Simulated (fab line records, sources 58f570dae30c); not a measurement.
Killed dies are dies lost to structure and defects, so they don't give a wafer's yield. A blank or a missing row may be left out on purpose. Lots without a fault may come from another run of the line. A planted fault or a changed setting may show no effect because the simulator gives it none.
fab line records | flow berkeley_cmos170 | part 1 of 2: steps 1 to 31 of 44
record lots=5 wafers=15 last_day=12
route steps=331 shown ACTIVE@60 PFIELD@79 FIELD@89 SACOX@97 SCREENOX@100
lots that met no fault: from a run of the same line without faults
start_h: hours from the record's first day to the start of the lot's first wafer shown | wait_h: hours since the lot's step before | " the same as in the row above | L1.1+2: a row that stands for several wafers | - no value, or no start given | * or withheld: withheld | < > ~ a bound
route shown NAME@n: a module of which the file shows steps, and the number in the route of the first | usual: mean/standard deviation of fault-free wafers | same: alike in all rows | chamber/n: place in a boat | sites: the reading at each site | _std_site: their standard deviation | _edge_site: outer sites' mean less inner sites' | radius_mm: how far each site lies from the wafer's centre | mask NAME#n: copy n | behind: the tool/chamber that last shaped the wafer | hold: why the lot was held/for how many hours/how that ended | device: the transistor (n, p or np) that didn't switch | end of line: the same wafers' tests at the end of the route | a step without rows: its recipe alone | killed: dies lost to structure and defects at the first sort, not the wafer's yield | map: a wafer's dies, x killed, . not, _ none there
set.NAME: the setting as run; set.NAME@STEP: as run at that earlier step | model.NAME: the simulator's own value behind a step, which no gauge read
lots at some steps of the route; a table a step, a row a wafer
services: from which hour (start_h, from the record's first day; less than 0 if before it) a tool's chamber was out of use, for how many hours, and why
## steps
# step UCB170_ACTIVE_CLEAN_00
# recipe chemistry=SPM temp_c=120 time_s=600
# usual bath_guard_temp_C=120.5/0.86 bath_heat_duty_pct=12.9/1.4
# columns lot.wafer tool chamber start_h wait_h bath_guard_temp_C bath_heat_duty_pct
L077.1 wet_bench-01 0 85.63 0.0 121.4 11.8
L077.2 " 0 " " 121.8 11.6
L077.5 " 0 " " 121.7 12.3
L078.1 wet_bench-04 2 97.13 0.1 119.7 16.6
L078.2 " 2 " " 119.6 16.5
L078.4 " 2 " " 119.7 16.4
L087.1 wet_bench-01 1 140.86 0.0 120.3 12.3
L087.4 " 1 " " 120.7 11.6
L087.5 " 1 " " 120.7 12.4
L091.1 wet_bench-04 0 149.80 0.0 119.9 14.1
L091.3 " 0 " " 119.7 12.6
L091.6 " 0 " " 119.4 13.3
L095.2 wet_bench-01 0 180.23 0.0 121.6 13.9
L095.3 " 0 " " 121.6 12.5
L095.6 " 0 " " 121.5 11.6
# step UCB170_ACTIVE_CLEAN_01
# recipe chemistry=dHF dilution=25:1 time_s=60
# columns lot.wafer tool chamber start_h wait_h
L077.1+2+5 wet_bench-01 1 85.82 0.0
L078.1+2+4 wet_bench-04 1 97.31 0.0
L087.1+4+5 wet_bench-03 1 141.04 0.0
L091.1+3+6 wet_bench-04 0 150.01 0.0
L095.2+3+6 wet_bench-01 2 180.41 0.0
# step UCB170_ACTIVE_OXIDATION_02
# recipe temp_c=1000 ambient=O2 target_thk_a=264 ox_time_s=1260
# columns lot.wafer tool chamber start_h wait_h
L077.1+2+5 furnace-02 0 90.91 5.1
L078.1+2+4 furnace-02 0 100.77 3.4
L087.1+4+5 furnace-02 0 146.19 5.1
L091.1+3+6 furnace-02 0 153.87 3.8
L095.2+3+6 furnace-02 0 184.61 4.2
# step UCB170_ACTIVE_THK_MEAS_03
# recipe reads=SiO2_of_ACTIVE_OXIDATION_02
# usual ACTIVE_OXIDE_THK=26.3/0.43
# columns lot.wafer tool chamber start_h wait_h ACTIVE_OXIDE_THK[nm]
L077.1 film_metro-03 - 92.26 0.0 26.9
L077.2 " - " " 26.5
L077.5 " - " " 26.7
L078.1 film_metro-01 - 102.12 0.0 26.5
L078.2 " - " " 26.4
L078.4 " - " " 26.9
L087.1 film_metro-03 - 147.54 0.0 26.2
L087.4 " - " " 25.6
L087.5 " - " " 25.6
L091.1 film_metro-03 - 155.22 0.0 26.2
L091.3 " - " " 26.5
L091.6 " - " " 26.2
L095.2 film_metro-01 - 185.97 0.0 26.3
L095.3 " - " " 26.9
L095.6 " - " " 26.7
# step UCB170_ACTIVE_ANNEAL_04
# recipe temp_c=1000 time_s=900 ambient=N2
# columns lot.wafer tool chamber start_h wait_h
L077.1+2+5 furnace-01 0 98.10 5.8
L078.1+2+4 furnace-01 0 103.45 1.3
L087.1+4+5 furnace-01 0 152.45 4.9
L091.1+3+6 furnace-02 0 159.47 4.2
L095.2+3+6 furnace-02 0 190.16 4.2
# step UCB170_ACTIVE_CVD_05
# recipe material=Si3N4 target_thk_nm=220 temp_c=800 precursor=SiH2Cl2/NH3 time_s=3300 pressure_mtorr=200 sih2cl2_flow_sccm=25 nh3_flow_sccm=75
# columns lot.wafer tool chamber start_h wait_h
L077.1+2+5 lpcvd-01 0 100.37 1.0
L078.1+2+4 lpcvd-01 0 106.12 1.4
L087.1+4+5 lpcvd-01 1 153.70 0.0
L091.1+3+6 lpcvd-01 1 160.72 0.0
L095.2+3+6 lpcvd-02 1 191.41 0.0
# step UCB170_ACTIVE_THK_MEAS_06
# recipe reads=Si3N4_of_ACTIVE_CVD_05
# usual ACTIVE_NITRIDE_THK=220.7/2
# columns lot.wafer tool chamber start_h wait_h ACTIVE_NITRIDE_THK[nm]
L077.1 film_metro-01 - 102.29 0.0 222.1
L077.2 " - " " 221.9
L077.5 " - " " 223.0
L078.1 film_metro-01 - 108.04 0.0 221.5
L078.2 " - " " 221.3
L078.4 " - " " 220.1
L087.1 film_metro-03 - 155.62 0.0 219.7
L087.4 " - " " 218.9
L087.5 " - " " 217.7
L091.1 film_metro-03 - 162.64 0.0 223.1
L091.3 " - " " 222.8
L091.6 " - " " 221.9
L095.2 film_metro-04 - 193.33 0.0 222.5
L095.3 " - " " 223.4
L095.6 " - " " 223.0
# step UCB170_ACTIVE_HMDS_07
# recipe prime_time_s=60 prime_temp_c=100
# columns lot.wafer tool chamber start_h wait_h
L077.1+2+5 litho_track-04 0 102.84 0.5
L078.1+2+4 litho_track-02 0 108.35 0.3
L087.1+4+5 litho_track-02 0 155.76 0.1
L091.1+3+6 litho_track-03 0 162.91 0.3
L095.2+3+6 litho_track-02 0 193.55 0.2
# step UCB170_ACTIVE_COAT_08
# recipe resist=KrF spin_rpm=1500 resist_thk_nm=900
# usual dispense_pressure_kPa=48/4.9
# columns lot.wafer tool chamber start_h wait_h dispense_pressure_kPa
L077.1 litho_track-04 0 102.99 0.1 42
L077.2 " 0 " " 42
L077.5 " 0 " " 42
L078.1 litho_track-02 0 108.50 0.1 52
L078.2 " 0 " " 52
L078.4 " 0 " " 52
L087.1 litho_track-02 0 155.91 0.1 52
L087.4 " 0 " " 52
L087.5 " 0 " " 52
L091.1 litho_track-03 0 163.06 0.1 53
L091.3 " 0 " " 53
L091.6 " 0 " " 53
L095.2 litho_track-02 0 193.70 0.1 52
L095.3 " 0 " " 52
L095.6 " 0 " " 52
# step UCB170_ACTIVE_SOFTBAKE_09
# recipe resist=KrF temp_c=130 time_s=60
# columns lot.wafer tool chamber start_h wait_h
L077.1+2+5 litho_track-04 0 103.14 0.1
L078.1+2+4 litho_track-02 0 108.65 0.1
L087.1+4+5 litho_track-02 0 156.06 0.1
L091.1+3+6 litho_track-03 0 163.21 0.1
L095.2+3+6 litho_track-02 0 193.85 0.1
# step UCB170_ACTIVE_EXPOSE_10
# recipe mask_id=ACTIVE target_cd_nm=1200 na=0.5 sigma_outer=0.6 source_shape=conventional dose_mj=20.34
# same na=0.5
# columns lot.wafer tool chamber start_h wait_h mask
L077.1+2+5 krf_scanner-01 0 103.53 0.4 ACTIVE#0
L078.1+2+4 krf_scanner-01 0 108.80 0.1 ACTIVE#0
L087.1+4+5 krf_scanner-02 0 156.57 0.5 ACTIVE#0
L091.1+3+6 krf_scanner-02 0 163.63 0.4 ACTIVE#0
L095.2+3+6 krf_scanner-01 0 194.12 0.2 ACTIVE#0
# step UCB170_ACTIVE_PEB_11
# recipe peb_temp_c=130 peb_time_s=withheld resist=KrF
# columns lot.wafer tool chamber start_h wait_h
L077.1+2+5 litho_track-02 0 103.84 0.3
L078.1+2+4 litho_track-03 0 109.22 0.4
L087.1+4+5 litho_track-02 0 156.70 0.1
L091.1+3+6 litho_track-02 0 164.32 0.7
L095.2+3+6 litho_track-02 0 194.90 0.8
# step UCB170_ACTIVE_DEVELOP_12
# recipe developer=TMAH develop_time_s=45 resist=KrF dev_temp_c=21
# columns lot.wafer tool chamber start_h wait_h
L077.1+2+5 litho_track-02 0 - -
L078.1+2+4 litho_track-03 0 - -
L087.1+4+5 litho_track-02 0 - -
L091.1+3+6 litho_track-02 0 - -
L095.2+3+6 litho_track-02 0 - -
# step UCB170_ACTIVE_CD_MEAS_13
# recipe target_cd_nm=1200
# usual cd_nm=1200.3/1.3
# columns lot.wafer tool chamber start_h wait_h cd_nm
L077.1 cd_sem-01 - 104.23 - 1197.9
L077.2 " - " " 1199.1
L077.5 " - " " 1198.4
L078.1 cd_sem-02 - 109.49 - 1201.5
L078.2 " - " " 1200.0
L078.4 " - " " 1201.5
L087.1 cd_sem-01 - 156.97 - 1201.0
L087.4 " - " " 1201.6
L087.5 " - " " 1201.5
L091.1 cd_sem-02 - 164.60 - 1201.9
L091.3 " - " " 1200.9
L091.6 " - " " 1201.7
L095.2 cd_sem-02 - 195.17 - 1199.7
L095.3 " - " " 1199.1
L095.6 " - " " 1199.6
# step UCB170_ACTIVE_OVL_MEAS_14
# usual ACTIVE_OVL=3/4.7
# columns lot.wafer tool chamber start_h wait_h ACTIVE_OVL[nm]
L077.1 overlay-01 - 104.35 0.1 10
L077.2 " - " " 7
L077.5 " - " " 1
L078.1 overlay-01 - 109.61 0.1 -2
L078.2 " - " " 5
L078.4 " - " " 6
L087.1 overlay-02 - 157.09 0.1 2
L087.4 " - " " 8
L087.5 " - " " 6
L091.1 overlay-01 - 164.72 0.1 -1
L091.3 " - " " -2
L091.6 " - " " -3
L095.2 overlay-02 - 195.28 0.1 2
L095.3 " - " " 0
L095.6 " - " " 12
# step UCB170_ACTIVE_ETCH_15
# recipe chemistry=CH3F/Ar/O2 target=Si3N4 stop_on=SiO2 CH3F_flow_sccm=20 Ar_flow_sccm=50 O2_flow_sccm=7 pressure_mtorr=50 rf_w=450 target_depth_a=2420 over_etch_frac=0.1 time_s=151
# usual drypump_motor_current_A=5.9/0.55 oes_product_au=0.936/0.012 rf_fwd_power_W=448.0/1.6 throttle_valve_pct=7.98/0.11
# columns lot.wafer tool chamber start_h wait_h drypump_motor_current_A oes_product_au rf_fwd_power_W rf_hours_counter_h throttle_valve_pct
L077.1 rie_diel-01 1 104.38 0.0 5.4 0.930 447.5 59 8.00
L077.2 " 0 " " 5.9 0.943 446.8 26 8.03
L077.5 " 0 " " 5.9 0.946 446.1 - 8.03
L078.1 rie_diel-01 1 109.65 0.0 5.4 0.935 447.6 59 8.00
L078.2 " 3 " " 5.3 0.925 448.5 16 8.03
L078.4 " 2 " " 6.8 0.948 444.1 137 8.03
L087.1 rie_diel-01 3 157.13 0.0 5.3 0.913 447.5 19 8.04
L087.4 " 2 " " 6.8 0.931 447.2 140 8.04
L087.5 " 1 " " 5.4 0.926 445.4 - 8.01
L091.1 rie_diel-01 0 164.76 0.0 5.9 0.946 445.7 29 8.04
L091.3 " 2 " " 6.8 0.945 448.6 140 8.04
L091.6 " 3 " " 5.3 0.924 449.9 - 8.04
L095.2 rie_diel-03 3 195.31 0.0 5.6 0.960 450.8 137 7.79
L095.3 " 1 " " 5.7 0.948 449.2 84 7.95
L095.6 " 3 " " 5.6 0.954 447.0 - 7.80
# step UCB170_ACTIVE_STRIP_16
# recipe chemistry=O2 power_w=400 pressure_mtorr=3500 platen_temp_c=withheld o2_flow_sccm=400 overash_fraction=0.5
# usual drypump_motor_current_A=5.7/0.66 oes_product_au=0.721/0.0045 strip_time_to_endpoint_s=18.17/0.087
# columns lot.wafer tool chamber start_h wait_h drypump_motor_current_A oes_product_au rf_hours_counter_h strip_time_to_endpoint_s
L077.1 plasma_asher-04 1 104.48 0.1 6.6 0.719 33 18.24
L077.2 " 0 " " 5.1 0.720 33 18.21
L077.5 " 1 " " 6.6 0.718 - 18.21
L078.1 plasma_asher-04 0 109.75 0.1 5.1 0.711 34 18.19
L078.2 " 1 " " 6.6 0.718 34 18.11
L078.4 " 0 " " 5.1 0.718 - 18.11
L087.1 plasma_asher-03 0 157.23 0.1 4.9 0.725 45 18.05
L087.4 " 1 " " 6.1 0.724 - 18.23
L087.5 " 0 " " 4.9 0.716 - 18.25
L091.1 plasma_asher-02 1 164.86 0.1 5.9 0.724 38 18.20
L091.3 " 0 " " 6.2 0.725 - 18.29
L091.6 " 1 " " 5.9 0.723 - 18.17
L095.2 plasma_asher-02 0 195.41 0.1 6.2 0.731 41 18.15
L095.3 " 1 " " 5.9 0.726 - 18.15
L095.6 " 0 " " 6.2 0.718 - 18.21
# step UCB170_ACTIVE_CD_MEAS_90
# recipe target_cd_nm=1200
# usual cd_nm=1200.3/1.4
# columns lot.wafer tool chamber start_h wait_h cd_nm
L077.1 cd_sem-02 - 104.58 0.1 1197.7
L077.2 " - " " 1199.3
L077.5 " - " " 1197.9
L078.1 cd_sem-02 - 109.85 0.1 1201.0
L078.2 " - " " 1200.1
L078.4 " - " " 1201.3
L087.1 cd_sem-02 - 157.33 0.1 1201.0
L087.4 " - " " 1202.2
L087.5 " - " " 1201.7
L091.1 cd_sem-01 - 164.96 0.1 1202.5
L091.3 " - " " 1201.4
L091.6 " - " " 1202.0
L095.2 cd_sem-01 - 195.53 0.1 1199.6
L095.3 " - " " 1199.1
L095.6 " - " " 1199.8
# step UCB170_ACTIVE_CLEAN_17
# recipe chemistry=SPM temp_c=120 time_s=600
# usual bath_guard_temp_C=120.1/0.51 bath_heat_duty_pct=12.5/1.7
# columns lot.wafer tool chamber start_h wait_h bath_guard_temp_C bath_heat_duty_pct
L077.1 wet_bench-01 2 104.77 0.2 120.0 12.8
L077.2 " 2 " " 119.8 14.0
L077.5 " 2 " " 120.2 12.2
L078.1 wet_bench-01 3 111.26 1.4 120.6 9.8
L078.2 " 3 " " 120.4 10.5
L078.4 " 3 " " 120.3 11.0
L087.1 wet_bench-01 0 157.45 0.1 121.5 11.4
L087.4 " 0 " " 122.0 11.9
L087.5 " 0 " " 121.7 12.4
L091.1 wet_bench-01 2 165.08 0.1 120.3 14.0
L091.3 " 2 " " 120.1 13.6
L091.6 " 2 " " 120.1 13.7
L095.2 wet_bench-01 2 195.63 0.1 120.0 13.0
L095.3 " 2 " " 120.1 13.2
L095.6 " 2 " " 119.9 14.7
# step UCB170_PFIELD_HMDS_00
# recipe prime_time_s=60 prime_temp_c=100
# columns lot.wafer tool chamber start_h wait_h
L077.1+2+5 litho_track-02 0 105.04 0.1
L078.1+2+4 litho_track-01 0 111.43 0.0
L087.1+4+5 litho_track-02 0 157.87 0.2
L091.1+3+6 litho_track-02 0 165.77 0.5
L095.2+3+6 litho_track-03 0 196.13 0.3
# step UCB170_PFIELD_COAT_01
# recipe resist=KrF spin_rpm=1500 resist_thk_nm=900
# usual dispense_pressure_kPa=52.1/0.69
# columns lot.wafer tool chamber start_h wait_h dispense_pressure_kPa
L077.1 litho_track-02 0 105.19 0.1 51.7
L077.2 " 0 " " 51.7
L077.5 " 0 " " 51.7
L078.1 litho_track-01 0 111.58 0.1 51.4
L078.2 " 0 " " 51.4
L078.4 " 0 " " 51.4
L087.1 litho_track-02 0 158.02 0.1 51.8
L087.4 " 0 " " 51.8
L087.5 " 0 " " 51.7
L091.1 litho_track-02 0 165.92 0.1 51.7
L091.3 " 0 " " 51.7
L091.6 " 0 " " 51.7
L095.2 litho_track-03 0 196.28 0.1 53.0
L095.3 " 0 " " 53.0
L095.6 " 0 " " 53.0
# step UCB170_PFIELD_SOFTBAKE_02
# recipe resist=KrF temp_c=130 time_s=60
# columns lot.wafer tool chamber start_h wait_h
L077.1+2+5 litho_track-02 0 105.34 0.1
L078.1+2+4 litho_track-01 0 111.73 0.1
L087.1+4+5 litho_track-02 0 158.17 0.1
L091.1+3+6 litho_track-02 0 166.07 0.1
L095.2+3+6 litho_track-03 0 196.43 0.1
# step UCB170_PFIELD_EXPOSE_03
# recipe mask_id=PFIELD na=0.5 sigma_outer=0.6 source_shape=conventional target_cd_nm=1500 dose_mj=30
# same na=0.5
# columns lot.wafer tool chamber start_h wait_h mask
L077.1+2+5 krf_scanner-02 0 107.01 1.6 PFIELD#0
L078.1+2+4 krf_scanner-02 0 112.00 0.2 PFIELD#0
L087.1+4+5 krf_scanner-01 0 158.55 0.4 PFIELD#0
L091.1+3+6 krf_scanner-02 0 166.22 0.1 PFIELD#0
L095.2+3+6 krf_scanner-01 0 196.58 0.1 PFIELD#0
# step UCB170_PFIELD_PEB_04
# recipe peb_temp_c=130 peb_time_s=withheld resist=KrF
# columns lot.wafer tool chamber start_h wait_h
L077.1+2+5 litho_track-03 0 107.30 0.3
L078.1+2+4 litho_track-03 0 112.40 0.4
L087.1+4+5 litho_track-02 0 158.87 0.3
L091.1+3+6 litho_track-03 0 167.17 0.9
L095.2+3+6 litho_track-03 0 197.03 0.4
# step UCB170_PFIELD_DEVELOP_05
# recipe developer=TMAH develop_time_s=45 resist=KrF dev_temp_c=21
# columns lot.wafer tool chamber start_h wait_h
L077.1+2+5 litho_track-03 0 - -
L078.1+2+4 litho_track-03 0 - -
L087.1+4+5 litho_track-02 0 - -
L091.1+3+6 litho_track-03 0 - -
L095.2+3+6 litho_track-03 0 - -
# step UCB170_PFIELD_OVL_MEAS_06
# usual PFIELD_OVL=0/5.1
# columns lot.wafer tool chamber start_h wait_h PFIELD_OVL[nm]
L077.1 overlay-01 - 107.57 - 1
L077.2 " - " " 2
L077.5 " - " " 1
L078.1 overlay-02 - 112.68 - -7
L078.2 " - " " -4
L078.4 " - " " -6
L087.1 overlay-01 - 159.15 - 2
L087.4 " - " " 1
L087.5 " - " " -6
L091.1 overlay-02 - 167.44 - 1
L091.3 " - " " -2
L091.6 " - " " -1
L095.2 overlay-01 - 197.29 - 11
L095.3 " - " " 0
L095.6 " - " " 3
# step UCB170_PFIELD_IMPLANT_07
# recipe species=B dose_cm2=2e+13 energy_kev=80 tilt_deg=7
# usual tilt_deg=7.003/0.019
# same implant_ion_amu=11
# columns lot.wafer tool chamber start_h wait_h tilt_deg
L077.1 implanter-01 0 107.61 0.0 6.998
L077.2 " 0 " " 7.008
L077.5 " 0 " " 7.002
L078.1 implanter-01 0 112.71 0.0 6.993
L078.2 " 0 " " 6.960
L078.4 " 0 " " 6.982
L087.1 implanter-02 0 159.18 0.0 6.998
L087.4 " 0 " " 6.997
L087.5 " 0 " " 7.018
L091.1 implanter-02 0 167.48 0.0 7.024
L091.3 " 0 " " 7.002
L091.6 " 0 " " 7.016
L095.2 implanter-02 0 197.34 0.0 6.988
L095.3 " 0 " " 6.979
L095.6 " 0 " " 7.007
# step UCB170_PFIELD_STRIP_08
# recipe chemistry=O2 power_w=400 pressure_mtorr=3500 platen_temp_c=withheld o2_flow_sccm=400 overash_fraction=0.5
# usual drypump_motor_current_A=5.7/0.6 oes_product_au=0.735/0.0046 strip_time_to_endpoint_s=21.64/0.059
# columns lot.wafer tool chamber start_h wait_h drypump_motor_current_A oes_product_au rf_hours_counter_h strip_time_to_endpoint_s
L077.1 plasma_asher-01 1 107.76 0.1 5.1 0.742 41 21.57
L077.2 " 0 " " 6.4 0.733 41 21.51
L077.5 " 0 " " 6.4 0.744 - 21.62
L078.1 plasma_asher-03 0 112.86 0.1 4.9 0.735 40 21.68
L078.2 " 1 " " 6.0 0.728 40 21.71
L078.4 " 0 " " 4.9 0.735 - 21.71
L087.1 plasma_asher-02 1 159.33 0.1 5.9 0.737 38 21.53
L087.4 " 0 " " 6.2 0.733 - 21.58
L087.5 " 0 " " 6.2 0.731 - 21.60
L091.1 plasma_asher-03 0 167.63 0.1 4.9 0.739 47 21.64
L091.3 " 0 " " 4.9 0.741 - 21.70
L091.6 " 1 " " 6.1 0.734 - 21.61
L095.2 plasma_asher-03 1 197.47 0.1 6.0 0.735 49 21.58
L095.3 " 1 " " 6.0 0.730 - 21.63
L095.6 " 1 " " 6.0 0.737 - 21.60
# step UCB170_PFIELD_TW_MEAS_09
# usual PFIELD_TW=601/7.5
# columns lot.wafer tool chamber start_h wait_h PFIELD_TW
L077.1 film_metro-01 - 107.86 0.1 607
L077.2 " - " " 610
L077.5 " - " " 606
L078.1 film_metro-03 - 112.96 0.1 593
L078.2 " - " " 593
L078.4 " - " " 594
L087.1 film_metro-01 - 159.43 0.1 609
L087.4 " - " " 608
L087.5 " - " " 606
L091.1 film_metro-02 - 167.73 0.1 607
L091.3 " - " " 605
L091.6 " - " " 605
L095.2 film_metro-01 - 197.58 0.1 601
L095.3 " - " " 601
L095.6 " - " " 603
# step UCB170_FIELD_CLEAN_00
# recipe chemistry=dHF dilution=25:1 time_s=7.5
# columns lot.wafer tool chamber start_h wait_h
L077.1+2+5 wet_bench-03 3 108.27 0.4
L078.1+2+4 wet_bench-03 0 113.03 0.1
L087.1+4+5 wet_bench-04 3 159.49 0.1
L091.1+3+6 wet_bench-04 1 167.79 0.1
L095.2+3+6 wet_bench-03 1 197.63 0.0
# step UCB170_FIELD_OXIDATION_01
# recipe temp_c=1000 ambient=H2O p_h2o_torr=584.62 target_thk_a=5583 ox_time_s=7200
# columns lot.wafer tool chamber start_h wait_h
L077.1+2+5 furnace-04 0 109.77 1.5
L078.1+2+4 furnace-02 0 116.49 3.4
L087.1+4+5 furnace-01 0 163.47 4.0
L091.1+3+6 furnace-02 0 171.99 4.2
L095.2+3+6 furnace-04 0 201.32 3.7
